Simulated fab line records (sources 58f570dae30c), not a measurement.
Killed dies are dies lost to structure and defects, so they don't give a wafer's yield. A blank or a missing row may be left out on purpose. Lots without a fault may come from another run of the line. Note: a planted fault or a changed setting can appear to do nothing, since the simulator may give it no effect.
Problem report, 8D (eight disciplines) form, completed by code	flow berkeley-cmos170	the parts of the form that need people (team, actions taken, sign-off) are left out

== 1. THE PROBLEM ==
Mean of strip-time-to-endpoint-s at UCB170_NWELL_STRIP_15: 15.35 s across 2 wafers in 2 lots; on wafers with no fault it is 18.05 s (standard deviation 0.089). That puts it -30 standard deviations away from the usual mean.
The step: strips in O2.
The first sign was on wafer L584.2 at day 4 00:50, on plasma-asher-03. The record has a number at this step for 18 wafers belonging to 6 lots. Rule for "out", or "out of limits": more than 4 standard deviations from the usual mean. Any other wafer with a number is counted as sound.

== 2. WHAT IT IS; WHAT IT IS NOT ==
question	is	is not
which readings at this step	strip-time-to-endpoint-s	drypump-motor-current-A, oes-product-au
which lots	L584, L585	L575, L577, L594, L596
which wafers of those lots	L584.2, L585.1	L584.4, L584.5, L585.2, L585.6
read on which tools	plasma-asher-03	plasma-asher-02, plasma-asher-04
when	from day 4 00:50	up to then (8 sound wafers); but 8 sound wafers of L585, L594, L596 came after

== 3. THE SUSPECTS, EACH WITH WHAT RULES IT OUT ==
Counting: if a tool at a process step up to the reading ran every lot that is out, it stays a suspect. Sound lots after the first of them don't rule it out here, since some wafers of a struck lot are sound.
- rie-diel-04 at UCB170_NWELL_ETCH_13 (etches Si3N4 in CH3F/Ar/O2, stops on SiO2, target depth 246.4 nm, time 154 s): kept. It ran every lot that is out, first L584 (day 4 00:35); its last sound lot up to then is L577 (day 2 18:40).
- plasma-asher-03 at UCB170_NWELL_STRIP_15 (strips in O2): kept. It ran every lot that is out, first L584 (day 4 00:50); its last sound lot up to then is L577 (day 2 18:55). Its own readings are out on those wafers: strip-time-to-endpoint-s.
- In rie-diel-04 at UCB170_NWELL_ETCH_13, the wafers that are out were processed in chamber 0 and their sound lot-mates in chambers 2, 3.
Remaining after the count are rie-diel-04 at UCB170_NWELL_ETCH_13 and plasma-asher-03 at UCB170_NWELL_STRIP_15.

== 4. THE CAUSE (what the simulator had put in) ==
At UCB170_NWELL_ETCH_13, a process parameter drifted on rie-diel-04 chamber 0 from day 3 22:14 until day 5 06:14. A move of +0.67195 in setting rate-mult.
2 suspects survive the count, and this tool is in that group.

== 5. THE CHAIN OF EFFECTS, in route order ==
Rows list readings where the struck wafers' mean (over those with a number) sits beyond 3 standard deviations from the usual. Scope: only readings with a usual standard deviation given in the record; hours: median across lots of the time from each lot's start at the first step in this table that gives one to its start at this step; sigmas: change in usual standard deviations.
hours	step	reading	usual	on struck wafers	change	sigmas
0	UCB170_NWELL_STRIP_15	strip-time-to-endpoint-s	18.05 s	15.35	-2.70	-30
The process steps in it:
- UCB170_NWELL_STRIP_15: strips in O2.
Later measuring or inspecting steps at which every struck wafer that the step has a row for has a number for every such reading, and none has moved that far: UCB170_NWELL_TW_MEAS_16.

== 6. WHAT WOULD HAVE CAUGHT IT SOONER ==
First out-of-limits reading in this record: day 4 00:50, which is 3 hours after fault onset at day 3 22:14.
An alarm limit of 4 standard deviations would not have fired on the tool readings at UCB170_NWELL_ETCH_13 for which the record gives a usual standard deviation, since none of them was out on any struck wafer.
L585, from the lots that are out (2), started UCB170_NWELL_ETCH_13 on rie-diel-04 later than day 4 00:50. A tool hold placed at that time would have kept it from harm.
